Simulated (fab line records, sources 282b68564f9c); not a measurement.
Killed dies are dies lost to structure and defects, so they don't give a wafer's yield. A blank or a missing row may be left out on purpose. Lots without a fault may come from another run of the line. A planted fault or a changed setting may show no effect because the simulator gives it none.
Which tool did it? | flow rit_cmos | 6 lots, 18 wafers sampled, at 4 steps of a route of 202

WHAT THE GAUGES READ, wafer by wafer
RIT_SPACER_THK_MEAS_04.
lot  | measured    | on            | SPACER_NITRIDE_THK (nm)
L225 | day 3 03:33 | film_metro-03 | 247.6 248.2 247.1
L227 | day 3 13:01 | film_metro-04 | 247.6 248.6 247.6
L229 | day 4 05:56 | film_metro-03 | 253.3 252.8 251.8
L231 | day 4 11:19 | film_metro-03 | 246.8 246.6 247.5
L237 | day 5 21:35 | film_metro-03 | 149.3 149.3 149.7
L247 | day 7 17:11 | film_metro-02 | 247.5 245.9 247.1

WHICH TOOL RAN EACH LOT (tool, then ch and the chambers of the sampled wafers, then the start)
lot  | RIT_NRETRO_STRIP_09                 | RIT_PLDD_STRIP_09                   | RIT_SPACER_CVD_03
L225 | plasma_asher-04 ch 0,1, day 2 10:57 | plasma_asher-04 ch 0,1, day 3 00:52 | lpcvd-02 ch 0, day 3 01:38
L227 | plasma_asher-01 ch 0,1, day 2 20:40 | plasma_asher-04 ch 0,1, day 3 10:29 | lpcvd-01 ch 0, day 3 11:05
L229 | plasma_asher-02 ch 0,1, day 3 08:43 | plasma_asher-04 ch 0,1, day 4 01:59 | lpcvd-01 ch 1, day 4 03:04
L231 | plasma_asher-02 ch 0,1, day 3 18:04 | plasma_asher-02 ch 0, day 4 08:47   | lpcvd-02 ch 0, day 4 09:23
L237 | plasma_asher-04 ch 0,1, day 5 01:33 | plasma_asher-04 ch 0,1, day 5 18:39 | lpcvd-02 ch 1, day 5 19:40
L247 | plasma_asher-04 ch 1, day 7 00:46   | plasma_asher-04 ch 0,1, day 7 14:40 | lpcvd-01 ch 0, day 7 15:16
- RIT_NRETRO_STRIP_09: strips in O2, time 180 s.
- RIT_PLDD_STRIP_09: strips in O2, time 180 s.
- RIT_SPACER_CVD_03: deposits Si3N4 from SiH2Cl2/NH3, target thk 250 nm, time 3300 s.

THE ANSWER, worked out from the rows above alone
Rule: what is usual is taken from the lots themselves. Put in order of their means at a reading, lots are off if they are a third of the lots or fewer, leave a main group of 4 or more, and stand apart from it by a gap of 3 or more times the standard deviation of the main group's means; of several such gaps the widest counts. A main group whose means are all the same, to the digits that the tables above print for the reading, isn't used. A lot without any number at a reading at which 4 lots or more have one is off too. The other lots that the step has rows for count as sound.
Off: L237, at RIT_SPACER_THK_MEAS_04 (SPACER_NITRIDE_THK). The main group: mean 248.4 nm, standard deviation 2.2.
A tool fits if, at a process step before that reading, it ran every lot that is off, and no sound lot after the first of them. The gauges at RIT_SPACER_THK_MEAS_04 are tried like those tools. Can't be told from this: 2 tools fit, lpcvd-02 at RIT_SPACER_CVD_03, film_metro-03 at RIT_SPACER_THK_MEAS_04.

WHAT THE SIMULATOR HAD PUT IN
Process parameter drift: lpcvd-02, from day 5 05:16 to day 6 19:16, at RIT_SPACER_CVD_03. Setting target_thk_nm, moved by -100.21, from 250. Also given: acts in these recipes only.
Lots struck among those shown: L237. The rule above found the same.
